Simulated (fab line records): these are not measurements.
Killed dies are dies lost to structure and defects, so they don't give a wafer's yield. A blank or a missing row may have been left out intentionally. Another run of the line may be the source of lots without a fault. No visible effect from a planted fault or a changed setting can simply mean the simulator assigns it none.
Which of the tools did it? :: flow berkeley cmos170 :: 7 lots with 21 wafers sampled at 2 steps, on a route of 331 steps

== WHAT THE GAUGES SHOWED, per wafer ==
UCB170_M1_OVL_MEAS_10.
lot: L180
measured: day 9 08:35
on: overlay-02
M1_OVL (nm): 1 8 5

lot: L182
measured: day 9 08:45
on: overlay-01
M1_OVL (nm): 5 3 -3

lot: L185
measured: day 9 22:37
on: overlay-01
M1_OVL (nm): -3 -1 0

lot: L187
measured: day 10 03:31
on: overlay-02
M1_OVL (nm): -10 -14 -9

lot: L190
measured: day 10 23:53
on: overlay-01
M1_OVL (nm): -5 4 3

lot: L196
measured: day 12 02:11
on: overlay-02
M1_OVL (nm): -1 -5 -4

lot: L198
measured: day 12 22:41
on: overlay-02
M1_OVL (nm): 1 9 5

== WHICH TOOL RAN EACH LOT (tool, then ch and the chambers of the sampled wafers, then the start) ==
lot: L180
UCB170_SACOX_OXIDATION_01: furnace-02 ch 0, day 6 15:53

lot: L182
UCB170_SACOX_OXIDATION_01: furnace-02 ch 0, day 6 15:53

lot: L185
UCB170_SACOX_OXIDATION_01: furnace-02 ch 0, day 7 07:53

lot: L187
UCB170_SACOX_OXIDATION_01: furnace-02 ch 0, day 7 16:39

lot: L190
UCB170_SACOX_OXIDATION_01: furnace-04 ch 0, day 8 16:13

lot: L196
UCB170_SACOX_OXIDATION_01: furnace-04 ch 0, day 9 15:25

lot: L198
UCB170_SACOX_OXIDATION_01: furnace-04 ch 0, day 10 03:56
- UCB170_SACOX_OXIDATION_01: target thk 14.4 nm, ox time 2400 s.

== THE ANSWER, worked out from the rows above alone ==
Rule: usual is defined by the lots themselves. Put in order of their means at a reading, lots are off if they are a third of the lots or fewer, leave a main group of 4 or more, and stand apart from it by a gap of 3 or more times the standard deviation of the main group's means; of several such gaps the widest counts. If all means in a main group match to the digits the tables above print for the reading, that group is not used. A lot without any number at a reading at which 4 lots or more have one is off too. Any other lot the step has rows for is counted as sound.
No lot is off on any of the readings shown, so nothing can be concluded from this.

== WHAT THE SIMULATOR HAD INSERTED ==
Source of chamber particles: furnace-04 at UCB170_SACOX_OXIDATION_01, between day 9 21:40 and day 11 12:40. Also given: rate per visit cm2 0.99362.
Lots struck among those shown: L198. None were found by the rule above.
